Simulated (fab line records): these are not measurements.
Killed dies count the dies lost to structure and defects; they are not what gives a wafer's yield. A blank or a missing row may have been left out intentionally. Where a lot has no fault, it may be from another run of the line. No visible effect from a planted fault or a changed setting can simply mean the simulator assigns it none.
Lot-split experiment || flow berkeley_cmos170 || 23 wafers read across 5 lots, on a route 331 steps long

== ABOUT THE SPLIT ==
At UCB170_NSD_IMPLANT_08, the setting dose_cm2 was moved away from the recipe's 3e+15 on 10 of the 23 wafers read, by +2.7% to +5.0%. This setting was run at the recipe's value on the other wafers.

== FROM THE SPLIT TO THE READING: what the file shows between them, 3 steps ==
- UCB170_NSD_STRIP_09: strips in O2
- UCB170_SDANNEAL_RTA_01: time 5 s (also split here: time_s)
- UCB170_SDANNEAL_RS_MEAS_02: measures by four-point-probe

== THE READING ==
At UCB170_SDANNEAL_RS_MEAS_03, a four-point-probe measurement gives NSD_RS in ohm/sq. A value of 37.25 ohm/sq with a standard deviation of 0.064 ohm/sq is what fault-free wafers of this fab line usually give.

{"wafer": "L074.1", "tool, chamber at the split": "implanter-04, 0", "dose_cm2 as run": 3.151e+15, "against the recipe": "+5.0%", "NSD_RS, ohm/sq": 36.41, "against lot-mates on the recipe": -0.81}
{"wafer": "L074.3", "tool, chamber at the split": "implanter-04, 0", "dose_cm2 as run": 3.151e+15, "against the recipe": "+5.0%", "NSD_RS, ohm/sq": 36.34, "against lot-mates on the recipe": -0.88}
{"wafer": "L074.4", "tool, chamber at the split": "implanter-04, 0", "dose_cm2 as run": 3e+15, "against the recipe": "recipe", "NSD_RS, ohm/sq": 37.27, "against lot-mates on the recipe": "-"}
{"wafer": "L074.5", "tool, chamber at the split": "implanter-04, 0", "dose_cm2 as run": 3e+15, "against the recipe": "recipe", "NSD_RS, ohm/sq": 37.24, "against lot-mates on the recipe": "-"}
{"wafer": "L074.6", "tool, chamber at the split": "implanter-04, 0", "dose_cm2 as run": 3e+15, "against the recipe": "recipe", "NSD_RS, ohm/sq": 37.15, "against lot-mates on the recipe": "-"}
{"wafer": "L076.1", "tool, chamber at the split": "implanter-01, 0", "dose_cm2 as run": 3e+15, "against the recipe": "recipe", "NSD_RS, ohm/sq": 37.15, "against lot-mates on the recipe": "-"}
{"wafer": "L076.2", "tool, chamber at the split": "implanter-01, 0", "dose_cm2 as run": 3e+15, "against the recipe": "recipe", "NSD_RS, ohm/sq": 37.30, "against lot-mates on the recipe": "-"}
{"wafer": "L076.3", "tool, chamber at the split": "implanter-01, 0", "dose_cm2 as run": 3e+15, "against the recipe": "recipe", "NSD_RS, ohm/sq": 37.35, "against lot-mates on the recipe": "-"}
{"wafer": "L077.1", "tool, chamber at the split": "implanter-02, 0", "dose_cm2 as run": 3.111e+15, "against the recipe": "+3.7%", "NSD_RS, ohm/sq": 36.65, "against lot-mates on the recipe": -0.50}
{"wafer": "L077.2", "tool, chamber at the split": "implanter-02, 0", "dose_cm2 as run": 3e+15, "against the recipe": "recipe", "NSD_RS, ohm/sq": 37.10, "against lot-mates on the recipe": "-"}
{"wafer": "L077.4", "tool, chamber at the split": "implanter-02, 0", "dose_cm2 as run": 3.111e+15, "against the recipe": "+3.7%", "NSD_RS, ohm/sq": 36.48, "against lot-mates on the recipe": -0.67}
{"wafer": "L077.5", "tool, chamber at the split": "implanter-02, 0", "dose_cm2 as run": 3e+15, "against the recipe": "recipe", "NSD_RS, ohm/sq": 37.20, "against lot-mates on the recipe": "-"}
{"wafer": "L077.6", "tool, chamber at the split": "implanter-02, 0", "dose_cm2 as run": 3.111e+15, "against the recipe": "+3.7%", "NSD_RS, ohm/sq": 36.57, "against lot-mates on the recipe": -0.58}
{"wafer": "L079.1", "tool, chamber at the split": "implanter-04, 0", "dose_cm2 as run": 3.081e+15, "against the recipe": "+2.7%", "NSD_RS, ohm/sq": 36.61, "against lot-mates on the recipe": -0.52}
{"wafer": "L079.2", "tool, chamber at the split": "implanter-04, 0", "dose_cm2 as run": 3.081e+15, "against the recipe": "+2.7%", "NSD_RS, ohm/sq": 36.76, "against lot-mates on the recipe": -0.37}
{"wafer": "L079.4", "tool, chamber at the split": "implanter-04, 0", "dose_cm2 as run": 3e+15, "against the recipe": "recipe", "NSD_RS, ohm/sq": 37.26, "against lot-mates on the recipe": "-"}
{"wafer": "L079.5", "tool, chamber at the split": "implanter-04, 0", "dose_cm2 as run": 3e+15, "against the recipe": "recipe", "NSD_RS, ohm/sq": 37.00, "against lot-mates on the recipe": "-"}
{"wafer": "L079.6", "tool, chamber at the split": "implanter-04, 0", "dose_cm2 as run": 3.081e+15, "against the recipe": "+2.7%", "NSD_RS, ohm/sq": 36.54, "against lot-mates on the recipe": -0.59}
{"wafer": "L083.1", "tool, chamber at the split": "implanter-04, 0", "dose_cm2 as run": 3e+15, "against the recipe": "recipe", "NSD_RS, ohm/sq": 37.31, "against lot-mates on the recipe": "-"}
{"wafer": "L083.2", "tool, chamber at the split": "implanter-04, 0", "dose_cm2 as run": 3.1e+15, "against the recipe": "+3.3%", "NSD_RS, ohm/sq": 37.02, "against lot-mates on the recipe": -0.33}
{"wafer": "L083.3", "tool, chamber at the split": "implanter-04, 0", "dose_cm2 as run": 3e+15, "against the recipe": "recipe", "NSD_RS, ohm/sq": 37.45, "against lot-mates on the recipe": "-"}
{"wafer": "L083.5", "tool, chamber at the split": "implanter-04, 0", "dose_cm2 as run": 3e+15, "against the recipe": "recipe", "NSD_RS, ohm/sq": 37.28, "against lot-mates on the recipe": "-"}
{"wafer": "L083.6", "tool, chamber at the split": "implanter-04, 0", "dose_cm2 as run": 3.1e+15, "against the recipe": "+3.3%", "NSD_RS, ohm/sq": 36.77, "against lot-mates on the recipe": -0.58}

THE FIT
A straight line over all 23 wafers: NSD_RS changes by -0.17 ohm/sq for each +1% of dose_cm2; r = -0.92; the points scatter about the line by 0.14 ohm/sq.
The same after taking each lot's own level away (the mean of its wafers on the recipe; 23 wafers): -0.162 ohm/sq for each +1%; r = -0.96; scatter 0.094 ohm/sq.
On that fit, the largest move of dose_cm2 shifts the reading by 0.81 ohm/sq.
The span of the lots' own levels, 37.130 to 37.347 ohm/sq, comes to 3.4 times the standard deviation stated above.
Consequently the slope shifts little with the lot-to-lot level, the two slopes agreeing.
Check: for one of the wafers moved furthest among these (+5.0%), held out of the fit, the line's prediction against its lot-mates is -0.816 ohm/sq. It came out at -0.81 ohm/sq against them.

== THE OTHER SPLITS THESE WAFERS WENT THROUGH ==
Before the reading, these wafers also passed through other splits. Each is held against what the fit with the lots' levels taken away leaves over:
{"other split on the same wafers": "UCB170_PLDD_COAT_01 resist_thk_nm", "wafers away from the commonest value": 8, "r with NSD_RS (lot level and that fit taken away)": "+0.19"}
{"other split on the same wafers": "UCB170_NLDD_COAT_01 resist_thk_nm", "wafers away from the commonest value": 7, "r with NSD_RS (lot level and that fit taken away)": "+0.17"}
{"other split on the same wafers": "UCB170_NLDD_IMPLANT_08 dose_cm2", "wafers away from the commonest value": 9, "r with NSD_RS (lot level and that fit taken away)": "+0.19"}
{"other split on the same wafers": "UCB170_PSD_IMPLANT_08 energy_kev", "wafers away from the commonest value": 8, "r with NSD_RS (lot level and that fit taken away)": -0.24}
{"other split on the same wafers": "UCB170_SDANNEAL_RTA_01 time_s", "wafers away from the commonest value": 8, "r with NSD_RS (lot level and that fit taken away)": -0.71}

== THE WHOLE CHAIN: every reading that the file lists as answering this split, in the file's order ==
{"step": "UCB170_NSD_STRIP_09", "what it does": "strips in O2", "reading": "strip_time_to_endpoint_s", "change (the file's fit)": "withheld for each +1% of the setting", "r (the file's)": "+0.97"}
{"step": "UCB170_SDANNEAL_RS_MEAS_03", "what it does": "measures by four-point-probe", "reading": "NSD_RS", "change (the file's fit)": "-0.161 for each +1% of the setting", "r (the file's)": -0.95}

== FILE'S OWN FIT ==
NSD_RS changes by -0.161 ohm/sq for each +1% of dose_cm2, r = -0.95.
